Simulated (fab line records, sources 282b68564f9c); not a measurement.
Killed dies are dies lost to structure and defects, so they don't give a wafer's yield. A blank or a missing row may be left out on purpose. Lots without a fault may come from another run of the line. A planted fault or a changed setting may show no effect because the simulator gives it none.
Split-lot experiment | flow rit_cmos | 5 lots, 23 wafers read, on a route of 202 steps

THE SPLIT
At RIT_ACTIVE_CVD_03 (deposits Si3N4 from SiH2Cl2/NH3, target thk 150 nm, time 1500 s), the setting pressure_mtorr was moved away from the recipe's 300 mTorr on 10 of the 23 wafers read, by -5.2% to +14.9%. The other wafers ran this setting at the recipe's value.

The file shows no step between the split and the reading.

THE READING
ACTIVE_NITRIDE_THK, in nm, at RIT_ACTIVE_THK_MEAS_04. Fault-free wafers of this fab line usually give 150.0 nm, standard deviation 1.3 nm.

wafer  | tool, chamber at the split | pressure_mtorr as run, mTorr | against the recipe | ACTIVE_NITRIDE_THK, nm | against lot-mates on the recipe
L074.2 | -, -                       | 344.8                        | +14.9%             | 157.9                  | no lot-mate on the recipe
L074.3 | -, -                       | 344.8                        | +14.9%             | 156.2                  | no lot-mate on the recipe
L074.4 | -, -                       | 344.8                        | +14.9%             | 156.6                  | no lot-mate on the recipe
L074.5 | -, -                       | 344.8                        | +14.9%             | 157.4                  | no lot-mate on the recipe
L074.6 | -, -                       | 344.8                        | +14.9%             | 157.1                  | no lot-mate on the recipe
L077.1 | -, -                       | 284.3                        | -5.2%              | 147.4                  | no lot-mate on the recipe
L077.2 | -, -                       | 284.3                        | -5.2%              | 147.3                  | no lot-mate on the recipe
L077.3 | -, -                       | 284.3                        | -5.2%              | 146.8                  | no lot-mate on the recipe
L077.5 | -, -                       | 284.3                        | -5.2%              | 147.5                  | no lot-mate on the recipe
L077.6 | -, -                       | 284.3                        | -5.2%              | 147.7                  | no lot-mate on the recipe
L079.1 | -, -                       | 300                          | recipe             | 149.7                  | -
L079.2 | -, -                       | 300                          | recipe             | 149.5                  | -
L079.3 | -, -                       | 300                          | recipe             | 149.4                  | -
L079.4 | -, -                       | 300                          | recipe             | 149.7                  | -
L079.6 | -, -                       | 300                          | recipe             | 150.7                  | -
L082.1 | lpcvd-01, 0                | 300                          | recipe             | 152.4                  | -
L082.3 | lpcvd-01, 0                | 300                          | recipe             | 152.6                  | -
L082.4 | lpcvd-01, 0                | 300                          | recipe             | 152.5                  | -
L085.1 | -, -                       | 300                          | recipe             | 150.9                  | -
L085.3 | -, -                       | 300                          | recipe             | 150.6                  | -
L085.4 | -, -                       | 300                          | recipe             | 151.3                  | -
L085.5 | -, -                       | 300                          | recipe             | 149.8                  | -
L085.6 | -, -                       | 300                          | recipe             | 151.8                  | -

THE FIT
A straight line over all 23 wafers: ACTIVE_NITRIDE_THK changes by +0.458 nm for each +1% of pressure_mtorr; r = +0.95; the points scatter about the line by 1.1 nm.
Too few moved wafers have a lot-mate on the recipe to fit a line with each lot's own level taken away.

THE WHOLE CHAIN: every reading that the file lists as answering this split, in the file's order
step                   | what it does                                                        | reading                                                                        | change (the file's fit)               | r (the file's)
RIT_ACTIVE_CVD_03      | deposits Si3N4 from SiH2Cl2/NH3, target thk 150 nm, time 1500 s     | Si3N4_of_ACTIVE_CVD_03.thk_nm (the simulator's own value, which no gauge read) | +0.456 nm for each +1% of the setting | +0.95
RIT_ACTIVE_THK_MEAS_04 |                                                                     | ACTIVE_NITRIDE_THK                                                             | +0.456 for each +1% of the setting    | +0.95
RIT_ACTIVE_ETCH_13     | etches Si3N4 in SF6, stops on SiO2, time 210 s, target depth 210 nm | etch.depth_nm (the simulator's own value, which no gauge read)                 | +0.456 nm for each +1% of the setting | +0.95
RIT_FOX1_OXIDATION_00  | target thk 350.7 nm, ox time 1130 s                                 | Si3N4_of_ACTIVE_CVD_03.thk_nm (the simulator's own value, which no gauge read) | +0.452 nm for each +1% of the setting | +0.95

THE FILE'S OWN FIT
ACTIVE_NITRIDE_THK changes by +0.456 nm for each +1% of pressure_mtorr, r = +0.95.
